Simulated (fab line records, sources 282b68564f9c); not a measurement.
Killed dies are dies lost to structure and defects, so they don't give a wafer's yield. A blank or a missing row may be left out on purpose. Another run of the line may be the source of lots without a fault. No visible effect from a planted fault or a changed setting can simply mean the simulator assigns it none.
Split-lot study / flow ritCmos / route with 202 steps; 5 lots, 23 wafers read

## THE SPLIT
At RIT_M1_DEVELOP_08 (develop time 68 s), the setting developTimeS was moved away from the recipe's 68 s on 9 of the 23 wafers read, by -9.9% to +9.6%. The other wafers ran this setting at the recipe's value.

There is no step in the file separating the split from the reading.

## THE READING
At RIT_M1_CD_MEAS_09: cdNm in nanometres, against a target cd of 2600 nm. A value of 2599.2 nm with a standard deviation of 2.2 nm is what fault-free wafers of this fab line usually give.

wafer=L079.1; tool, chamber at the split=lithoTrack-01, 0; developTimeS as run, s=68; against the recipe=recipe; cdNm, nm=2596.0; against lot-mates on the recipe=-
wafer=L079.2; tool, chamber at the split=lithoTrack-01, 0; developTimeS as run, s=68; against the recipe=recipe; cdNm, nm=2597.5; against lot-mates on the recipe=-
wafer=L079.3; tool, chamber at the split=lithoTrack-01, 0; developTimeS as run, s=61.27; against the recipe=-9.9%; cdNm, nm=2606.0; against lot-mates on the recipe=+8.8
wafer=L079.5; tool, chamber at the split=lithoTrack-01, 0; developTimeS as run, s=68; against the recipe=recipe; cdNm, nm=2598.2; against lot-mates on the recipe=-
wafer=L079.6; tool, chamber at the split=lithoTrack-01, 0; developTimeS as run, s=61.27; against the recipe=-9.9%; cdNm, nm=2606.0; against lot-mates on the recipe=+8.8
wafer=L082.1; tool, chamber at the split=lithoTrack-03, 0; developTimeS as run, s=68; against the recipe=recipe; cdNm, nm=2602.0; against lot-mates on the recipe=-
wafer=L082.3; tool, chamber at the split=lithoTrack-03, 0; developTimeS as run, s=73.89; against the recipe=+8.7%; cdNm, nm=2598.8; against lot-mates on the recipe=-3.8
wafer=L082.4; tool, chamber at the split=lithoTrack-03, 0; developTimeS as run, s=73.89; against the recipe=+8.7%; cdNm, nm=2595.6; against lot-mates on the recipe=-7.0
wafer=L082.5; tool, chamber at the split=lithoTrack-03, 0; developTimeS as run, s=73.89; against the recipe=+8.7%; cdNm, nm=2597.7; against lot-mates on the recipe=-4.9
wafer=L082.6; tool, chamber at the split=lithoTrack-03, 0; developTimeS as run, s=68; against the recipe=recipe; cdNm, nm=2603.1; against lot-mates on the recipe=-
wafer=L083.1; tool, chamber at the split=lithoTrack-01, 0; developTimeS as run, s=68; against the recipe=recipe; cdNm, nm=2597.0; against lot-mates on the recipe=-
wafer=L083.2; tool, chamber at the split=lithoTrack-01, 0; developTimeS as run, s=68; against the recipe=recipe; cdNm, nm=2597.8; against lot-mates on the recipe=-
wafer=L083.3; tool, chamber at the split=lithoTrack-01, 0; developTimeS as run, s=72.93; against the recipe=+7.3%; cdNm, nm=2590.5; against lot-mates on the recipe=-7.5
wafer=L083.5; tool, chamber at the split=lithoTrack-01, 0; developTimeS as run, s=72.93; against the recipe=+7.3%; cdNm, nm=2590.9; against lot-mates on the recipe=-7.1
wafer=L083.6; tool, chamber at the split=lithoTrack-01, 0; developTimeS as run, s=68; against the recipe=recipe; cdNm, nm=2599.3; against lot-mates on the recipe=-
wafer=L084.3; tool, chamber at the split=lithoTrack-03, 0; developTimeS as run, s=68; against the recipe=recipe; cdNm, nm=2599.2; against lot-mates on the recipe=-
wafer=L084.4; tool, chamber at the split=lithoTrack-03, 0; developTimeS as run, s=68; against the recipe=recipe; cdNm, nm=2598.7; against lot-mates on the recipe=-
wafer=L084.5; tool, chamber at the split=lithoTrack-03, 0; developTimeS as run, s=68; against the recipe=recipe; cdNm, nm=2597.8; against lot-mates on the recipe=-
wafer=L085.1; tool, chamber at the split=lithoTrack-01, 0; developTimeS as run, s=68; against the recipe=recipe; cdNm, nm=2600.6; against lot-mates on the recipe=-
wafer=L085.2; tool, chamber at the split=lithoTrack-01, 0; developTimeS as run, s=68; against the recipe=recipe; cdNm, nm=2601.6; against lot-mates on the recipe=-
wafer=L085.3; tool, chamber at the split=lithoTrack-01, 0; developTimeS as run, s=74.54; against the recipe=+9.6%; cdNm, nm=2592.3; against lot-mates on the recipe=-8.7
wafer=L085.4; tool, chamber at the split=lithoTrack-01, 0; developTimeS as run, s=74.54; against the recipe=+9.6%; cdNm, nm=2592.3; against lot-mates on the recipe=-8.7
wafer=L085.6; tool, chamber at the split=lithoTrack-01, 0; developTimeS as run, s=68; against the recipe=recipe; cdNm, nm=2600.7; against lot-mates on the recipe=-

THE FIT
A straight line over all 23 wafers: cdNm changes by -0.623 nm for each +1% of developTimeS; r = -0.81; the points scatter about the line by 2.5 nm.
The same after taking each lot's own level away (the mean of its wafers on the recipe; 23 wafers): -0.824 nm for each +1%; r = -0.97; scatter 1.2 nm.
Per that fit: largest developTimeS move, reading shift of 8.2 nm.
The span of the lots' own levels, 2597.23 to 2602.55 nm, comes to 2.4 times the standard deviation stated above.
In other words, the slope is changed by the lot-to-lot level; the two fits disagree.
Check: +8.12 nm against its lot-mates is what the line predicts for one of the wafers moved furthest among these (-9.9%) when that wafer is left out of the fit. It came out at +8.77 nm against them.

## THESE WAFERS: OTHER SPLITS
Note: prior to the reading, these wafers also went through further splits. Each is held against what the fit with the lots' levels taken away leaves over:
other split on the same wafers=RIT_M1_SPUTTER_00 powerW; wafers away from the commonest value=9; r with cdNm (lot level and that fit taken away)=+0.38

## FILE'S OWN FIT
cdNm changes by -0.844 nm for each +1% of developTimeS, r = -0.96.
